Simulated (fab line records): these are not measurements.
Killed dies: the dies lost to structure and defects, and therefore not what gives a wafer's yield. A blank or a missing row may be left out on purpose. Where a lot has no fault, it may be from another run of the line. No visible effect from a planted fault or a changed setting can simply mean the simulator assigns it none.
What tool caused it? -- flow berkeley cmos170 -- 13 lots, 37 wafers sampled, at 5 steps of a route of 331

== WHAT THE GAUGES SHOWED, per wafer ==
UCB170_SCREENOX_THK_MEAS_02. Usual: SCREENOX_OXIDE_THK gives 14.38 nm (standard deviation 0.26).
lot,measured,on,SCREENOX_OXIDE_THK (nm),flag
L409,day 5 05:59,film metro-02,14.53 14.16 14.50,
L410,day 5 06:00,film metro-03,14.20 14.28 14.16,
L411,day 5 16:31,film metro-01,14.21 14.29 14.10,
L412,day 5 16:31,film metro-02,14.24 14.05 14.33,
L415,day 6 13:36,film metro-02,13.88 14.47 14.13,
L416,day 6 13:39,film metro-01,14.37 14.56 14.67,
L418,day 6 14:37,film metro-03,14.48 14.51 14.52,
L414,day 6 14:38,film metro-01,14.73 14.65 14.84,
L420,day 7 02:10,film metro-03,14.40 14.41 14.35,
L419,day 7 03:40,film metro-02,14.82 15.02 14.79,
L422,day 7 08:10,film metro-01,14.76 14.58 14.85,
L424,day 8 10:23,film metro-01,14.63 14.74 14.55,
L426,day 8 10:25,film metro-03,14.20,

UCB170_GATE_THK_MEAS_02. Usual: GATE_OXIDE_THK gives 6.56 nm (standard deviation 0.12).
lot,measured,on,GATE_OXIDE_THK (nm),flag
L409,day 5 17:33,film metro-04,6.83 6.81 6.76,
L410,day 5 16:04,film metro-04,6.76 6.61 6.62,
L411,day 6 03:41,film metro-02,6.47 6.60 6.59,
L412,day 6 03:41,film metro-04,6.31 6.39 6.26,
L415,day 7 00:07,film metro-02,6.54 6.39 6.49,
L416,day 7 00:06,film metro-03,6.42 6.50 6.50,
L418,day 7 00:05,film metro-04,6.44 6.49 6.43,
L414,day 7 00:01,film metro-02,6.40 6.43 6.31,
L420,day 7 13:10,film metro-04,6.55 6.51 6.58,
L419,day 7 13:11,film metro-02,6.70 6.76 6.70,
L422,day 7 20:10,film metro-04,6.63 6.67 6.60,
L424,day 8 21:04,film metro-03,6.60 6.49 6.50,
L426,day 8 21:04,film metro-04,6.52,

UCB170_NLDD_OVL_MEAS_07. Usual: NLDD_OVL gives -2 nm (standard deviation 4.9).
lot,measured,on,NLDD_OVL (nm),flag
L409,day 6 09:50,overlay-02,-6 -4 1,
L410,day 6 04:00,overlay-02,-8 -12 -8,
L411,day 6 17:34,overlay-02,-2 0 4,
L412,day 6 17:34,overlay-01,-4 0 -4,
L415,day 7 12:58,overlay-01,-2 0 -2,
L416,day 7 12:14,overlay-01,-1 0 -3,
L418,day 7 12:13,overlay-02,0 -2 0,
L414,day 7 11:18,overlay-01,-2 0 -4,
L420,day 8 00:21,overlay-02,-15 -13 -15,
L419,day 8 00:32,overlay-02,0 8 2,
L422,day 8 05:49,overlay-02,4 0 -1,
L424,day 9 08:29,overlay-02,8 10 2,
L426,day 9 07:46,overlay-01,-1,

UCB170_SPACER_THK_MEAS_01. Usual: SPACER_TEOS_THK gives 376 nm (standard deviation 6.1).
lot,measured,on,SPACER_TEOS_THK (nm),flag
L409,day 6 10:34,film metro-01,379 390 384,
L410,day 6 04:43,film metro-03,370 373 379,
L411,day 6 18:17,film metro-04,365 383 368,
L412,day 6 18:18,film metro-03,366 378 374,
L415,day 7 13:41,film metro-01,378 383 374,
L416,day 7 12:58,film metro-01,379 387 382,
L418,day 7 12:56,film metro-03,374 369 379,
L414,day 7 12:02,film metro-03,383 369 379,
L420,day 8 01:05,film metro-01,370 376 388,
L419,day 8 01:16,film metro-03,373 379 380,
L422,day 8 06:34,film metro-04,374 373 375,
L424,day 9 09:13,film metro-04,369 377 380,
L426,day 9 08:30,film metro-04,178 178,OFF

== WHICH TOOL RAN EACH LOT (tool, then ch and the chambers of the sampled wafers, then the start) ==
lot,UCB170_SPACER_CVD_00
L409,"pecvd-04 ch 0,1, day 6 10:31"
L410,"pecvd-02 ch 0,2, day 6 04:40"
L411,"pecvd-04 ch 0,2, day 6 18:14"
L412,"pecvd-01 ch 0,1,2, day 6 18:14"
L415,"pecvd-01 ch 0,1,2, day 7 13:38"
L416,"pecvd-04 ch 0,1, day 7 12:54"
L418,"pecvd-01 ch 0,1,2, day 7 12:53"
L414,"pecvd-04 ch 0,1,2, day 7 11:59"
L420,"pecvd-04 ch 0,2, day 8 01:02"
L419,"pecvd-02 ch 0,1, day 8 01:11"
L422,"pecvd-02 ch 0,1, day 8 06:30"
L424,"pecvd-02 ch 0,1,2, day 9 09:10"
L426,"pecvd-04 ch 1, day 9 08:26"
- UCB170_SPACER_CVD_00: deposits SiO2 from TEOS/O2, target thk 376 nm, time 47 s.

== AS READ BY THE TOOLS THEMSELVES (means over the sampled wafers that have a number; for cases with no such wafer, the mark the record gives instead) ==
UCB170_SPACER_CVD_00. Usual: heater power w 271 W, standard deviation 58.
lot,tool,heater power w (W),flag
L409,pecvd-04,271,
L410,pecvd-02,292,
L411,pecvd-04,231,
L412,pecvd-01,277,
L415,pecvd-01,308,
L416,pecvd-04,271,
L418,pecvd-01,291,
L414,pecvd-04,266,
L420,pecvd-04,243,
L419,pecvd-02,212,
L422,pecvd-02,254,
L424,pecvd-02,264,
L426,pecvd-04,300,

== THE ANSWER, worked out from the rows above alone ==
Rule: take the mean of a lot's wafers that have a number; if it is more than 3 standard deviations from the usual mean, the lot is off. Also off: a lot with no number at a reading for which 4 or more lots have one. Where the step has rows for the other lots, those lots are counted as sound. First the gauges in route order, then the tools' own readings, where a lot's mean is used as printed above. At the first step where some lot is off, the reading lying furthest off is the one used; lots without a number count as furthest.
Off: L426, at UCB170_SPACER_THK_MEAS_01 (SPACER_TEOS_THK).
A tool fits if, at a process step before that reading, it ran every lot that is off, and no sound lot after the first of them. The gauges at UCB170_SPACER_THK_MEAS_01 are tried like those tools. One fits: UCB170_SPACER_CVD_00 on pecvd-04. A fault onset in the window from L420 (day 8 01:02, its last sound lot) to L426 (day 9 08:26, its first lot off) fits.

== WHAT WAS PUT IN BY THE SIMULATOR ==
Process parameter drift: pecvd-04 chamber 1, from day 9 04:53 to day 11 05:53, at UCB170_SPACER_CVD_00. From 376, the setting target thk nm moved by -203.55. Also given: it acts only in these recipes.
Shown lots that were struck: L426. The rule above reached the same finding.
